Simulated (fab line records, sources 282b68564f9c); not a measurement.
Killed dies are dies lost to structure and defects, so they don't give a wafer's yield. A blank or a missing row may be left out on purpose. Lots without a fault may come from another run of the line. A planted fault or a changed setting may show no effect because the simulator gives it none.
Which tool did it? | flow rit_cmos | 7 lots, 21 wafers sampled, at 2 steps of a route of 202

WHAT THE GAUGES READ, wafer by wafer
RIT_NRETRO_TW_MEAS_10.
lot  | measured    | on            | NRETRO_TW
L920 | day 2 16:19 | film_metro-01 | 1043 1039 1042
L922 | day 3 02:16 | film_metro-01 | 1047 1037 1036
L924 | day 3 11:18 | film_metro-01 | 1038 1044 1035
L927 | day 4 04:29 | film_metro-03 | 1045 1051 1047
L929 | day 4 13:26 | film_metro-03 | 1308 1307 1299
L931 | day 4 23:17 | film_metro-01 | 1052 1047 1042
L939 | day 6 16:02 | film_metro-01 | 1044 1045 1046

WHICH TOOL RAN EACH LOT (tool, then ch and the chambers of the sampled wafers, then the start)
lot  | RIT_NRETRO_IMPLANT_08
L920 | implanter-01 ch 0, day 2 15:59
L922 | implanter-04 ch 0, day 3 01:56
L924 | implanter-02 ch 0, day 3 10:59
L927 | implanter-01 ch 0, day 4 04:11
L929 | implanter-02 ch 0, day 4 12:50
L931 | implanter-01 ch 0, day 4 22:59
L939 | implanter-01 ch 0, day 6 15:44
- RIT_NRETRO_IMPLANT_08

THE ANSWER, worked out from the rows above alone
Rule: what is usual is taken from the lots themselves. Put in order of their means at a reading, lots are off if they are a third of the lots or fewer, leave a main group of 4 or more, and stand apart from it by a gap of 3 or more times the standard deviation of the main group's means; of several such gaps the widest counts. A main group whose means are all the same, to the digits that the tables above print for the reading, isn't used. A lot without any number at a reading at which 4 lots or more have one is off too. The other lots that the step has rows for count as sound.
Off: L929, at RIT_NRETRO_TW_MEAS_10 (NRETRO_TW). The main group: mean 1043, standard deviation 3.4.
A tool fits if, at a process step before that reading, it ran every lot that is off, and no sound lot after the first of them. The gauges at RIT_NRETRO_TW_MEAS_10 are tried like those tools. Can't be told from this: 2 tools fit, implanter-02 at RIT_NRETRO_IMPLANT_08, film_metro-03 at RIT_NRETRO_TW_MEAS_10.

WHAT THE SIMULATOR HAD PUT IN
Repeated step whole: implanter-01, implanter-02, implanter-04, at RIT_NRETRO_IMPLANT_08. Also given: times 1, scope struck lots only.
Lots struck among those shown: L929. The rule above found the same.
